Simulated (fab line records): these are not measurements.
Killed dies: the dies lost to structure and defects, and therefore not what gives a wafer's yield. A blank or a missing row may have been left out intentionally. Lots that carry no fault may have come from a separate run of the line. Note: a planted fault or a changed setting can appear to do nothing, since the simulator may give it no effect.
Split-lot experiment / flow rit-cmos / on a route of 202 steps: 5 lots, 23 wafers read

== ON THE SPLIT ==
At RIT_CONTACT_COAT_03 (resist thk 1000 nm), the setting spin-rpm was moved away from the recipe's 3250 rpm on 10 of the 23 wafers read, by -5.0% to +3.0%. This setting was run at the recipe's value on the other wafers.

== FROM THE SPLIT TO THE READING: what the file shows between them, 3 steps ==
- RIT_CONTACT_DEVELOP_07: develop time 120 s (also split here: develop-time-s)
- RIT_CONTACT_CD_MEAS_08: target cd 1000 nm
- RIT_CONTACT_HARDBAKE_10: time 60 s

== THE READING ==
NOVOLAK_of_CONTACT_COAT_03.thk-nm (the simulator's own value, which no gauge read), in nm, at RIT_CONTACT_ETCH_11 (etches SiO2 in CHF3/CF4/Ar, stops on TiSi2, target depth 480 nm, time 320 s). The file gives no usual value for it. Across the 13 wafers here that went through the recipe, the average is 769.0 nm and the standard deviation 1.3 nm.

wafer=L077.2; tool, chamber at the split=litho-track-03, 0; spin-rpm as run, rpm=3181; against the recipe=-2.1%; NOVOLAK_of_CONTACT_COAT_03.thk-nm, nm=781.4; against lot-mates on the recipe=+11.8
wafer=L077.3; tool, chamber at the split=litho-track-03, 0; spin-rpm as run, rpm=3181; against the recipe=-2.1%; NOVOLAK_of_CONTACT_COAT_03.thk-nm, nm=782.2; against lot-mates on the recipe=+12.6
wafer=L077.4; tool, chamber at the split=litho-track-03, 0; spin-rpm as run, rpm=3181; against the recipe=-2.1%; NOVOLAK_of_CONTACT_COAT_03.thk-nm, nm=780.7; against lot-mates on the recipe=+11.1
wafer=L077.5; tool, chamber at the split=litho-track-03, 0; spin-rpm as run, rpm=3250; against the recipe=recipe; NOVOLAK_of_CONTACT_COAT_03.thk-nm, nm=769.4; against lot-mates on the recipe=-
wafer=L077.6; tool, chamber at the split=litho-track-03, 0; spin-rpm as run, rpm=3250; against the recipe=recipe; NOVOLAK_of_CONTACT_COAT_03.thk-nm, nm=769.9; against lot-mates on the recipe=-
wafer=L079.1; tool, chamber at the split=litho-track-01, 0; spin-rpm as run, rpm=3250; against the recipe=recipe; NOVOLAK_of_CONTACT_COAT_03.thk-nm, nm=769.2; against lot-mates on the recipe=-
wafer=L079.2; tool, chamber at the split=litho-track-01, 0; spin-rpm as run, rpm=3349; against the recipe=+3.0%; NOVOLAK_of_CONTACT_COAT_03.thk-nm, nm=752.5; against lot-mates on the recipe=-16.0
wafer=L079.3; tool, chamber at the split=litho-track-01, 0; spin-rpm as run, rpm=3250; against the recipe=recipe; NOVOLAK_of_CONTACT_COAT_03.thk-nm, nm=767.4; against lot-mates on the recipe=-
wafer=L079.4; tool, chamber at the split=litho-track-01, 0; spin-rpm as run, rpm=3349; against the recipe=+3.0%; NOVOLAK_of_CONTACT_COAT_03.thk-nm, nm=756.7; against lot-mates on the recipe=-11.8
wafer=L079.5; tool, chamber at the split=litho-track-01, 0; spin-rpm as run, rpm=3250; against the recipe=recipe; NOVOLAK_of_CONTACT_COAT_03.thk-nm, nm=769; against lot-mates on the recipe=-
wafer=L080.1; tool, chamber at the split=litho-track-04, 0; spin-rpm as run, rpm=3177; against the recipe=-2.2%; NOVOLAK_of_CONTACT_COAT_03.thk-nm, nm=776.1; against lot-mates on the recipe=+8.4
wafer=L080.2; tool, chamber at the split=litho-track-04, 0; spin-rpm as run, rpm=3177; against the recipe=-2.2%; NOVOLAK_of_CONTACT_COAT_03.thk-nm, nm=773.7; against lot-mates on the recipe=+6.0
wafer=L080.4; tool, chamber at the split=litho-track-04, 0; spin-rpm as run, rpm=3177; against the recipe=-2.2%; NOVOLAK_of_CONTACT_COAT_03.thk-nm, nm=776.4; against lot-mates on the recipe=+8.7
wafer=L080.5; tool, chamber at the split=litho-track-04, 0; spin-rpm as run, rpm=3250; against the recipe=recipe; NOVOLAK_of_CONTACT_COAT_03.thk-nm, nm=768; against lot-mates on the recipe=-
wafer=L080.6; tool, chamber at the split=litho-track-04, 0; spin-rpm as run, rpm=3250; against the recipe=recipe; NOVOLAK_of_CONTACT_COAT_03.thk-nm, nm=767.4; against lot-mates on the recipe=-
wafer=L084.1; tool, chamber at the split=litho-track-04, 0; spin-rpm as run, rpm=3250; against the recipe=recipe; NOVOLAK_of_CONTACT_COAT_03.thk-nm, nm=768.8; against lot-mates on the recipe=-
wafer=L084.2; tool, chamber at the split=litho-track-04, 0; spin-rpm as run, rpm=3088; against the recipe=-5.0%; NOVOLAK_of_CONTACT_COAT_03.thk-nm, nm=793; against lot-mates on the recipe=+24.1
wafer=L084.3; tool, chamber at the split=litho-track-04, 0; spin-rpm as run, rpm=3250; against the recipe=recipe; NOVOLAK_of_CONTACT_COAT_03.thk-nm, nm=766.6; against lot-mates on the recipe=-
wafer=L084.4; tool, chamber at the split=litho-track-04, 0; spin-rpm as run, rpm=3088; against the recipe=-5.0%; NOVOLAK_of_CONTACT_COAT_03.thk-nm, nm=789.7; against lot-mates on the recipe=+20.8
wafer=L084.6; tool, chamber at the split=litho-track-04, 0; spin-rpm as run, rpm=3250; against the recipe=recipe; NOVOLAK_of_CONTACT_COAT_03.thk-nm, nm=771.3; against lot-mates on the recipe=-
wafer=L085.2; tool, chamber at the split=litho-track-03, 0; spin-rpm as run, rpm=3250; against the recipe=recipe; NOVOLAK_of_CONTACT_COAT_03.thk-nm, nm=769.6; against lot-mates on the recipe=-
wafer=L085.4; tool, chamber at the split=litho-track-03, 0; spin-rpm as run, rpm=3250; against the recipe=recipe; NOVOLAK_of_CONTACT_COAT_03.thk-nm, nm=770.2; against lot-mates on the recipe=-
wafer=L085.6; tool, chamber at the split=litho-track-03, 0; spin-rpm as run, rpm=3250; against the recipe=recipe; NOVOLAK_of_CONTACT_COAT_03.thk-nm, nm=769.7; against lot-mates on the recipe=-

THE FIT
A straight line over all 23 wafers: NOVOLAK_of_CONTACT_COAT_03.thk-nm changes by -4.5 nm for each +1% of spin-rpm; r = -0.97; the points scatter about the line by 2.3 nm.
The same after taking each lot's own level away (the mean of its wafers on the recipe; 23 wafers): -4.5 nm for each +1%; r = -0.98; scatter 1.8 nm.
On that fit, the largest move of spin-rpm shifts the reading by 22 nm.
The span of the lots' own levels, 767.70 to 769.83 nm, comes to 1.7 times the standard deviation stated above.
The two slopes agree, so the slope changes little with the lot-to-lot level.
Check: for one of the wafers moved furthest among these (-5.0%), held out of the fit, the line's prediction against its lot-mates is +21.8 nm. It came out at +24.1 nm against them.

== OTHER SPLITS ON THESE WAFERS ==
Before the reading, these wafers also passed through other splits. Each is held against what the fit with the lots' levels taken away leaves over:
other split on the same wafers=RIT_PLDD_COAT_01 spin-rpm; wafers away from the commonest value=10; r with NOVOLAK_of_CONTACT_COAT_03.thk-nm (lot level and that fit taken away)=+0.34
other split on the same wafers=RIT_CONTACT_DEVELOP_07 develop-time-s; wafers away from the commonest value=7; r with NOVOLAK_of_CONTACT_COAT_03.thk-nm (lot level and that fit taken away)=+0.33

== THE WHOLE CHAIN: every reading that the file lists as answering this split, in the file's order ==
step=RIT_CONTACT_COAT_03; what it does=resist thk 1000 nm; reading=NOVOLAK_of_CONTACT_COAT_03.thk-nm (the simulator's own value, which no gauge read); change (the file's fit)=-4.87 nm for each +1% of the setting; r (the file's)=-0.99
step=RIT_CONTACT_HARDBAKE_10; what it does=time 60 s; reading=NOVOLAK_of_CONTACT_COAT_03.thk-nm (the simulator's own value, which no gauge read); change (the file's fit)=-4.25 nm for each +1% of the setting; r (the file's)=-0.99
step=RIT_CONTACT_ETCH_11; what it does=etches SiO2 in CHF3/CF4/Ar, stops on TiSi2, target depth 480 nm, time 320 s; reading=NOVOLAK_of_CONTACT_COAT_03.thk-nm (the simulator's own value, which no gauge read); change (the file's fit)=-4.5 nm for each +1% of the setting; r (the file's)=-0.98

== THE FILE'S OWN FIT ==
NOVOLAK_of_CONTACT_COAT_03.thk-nm changes by -4.5 nm for each +1% of spin-rpm, r = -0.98.
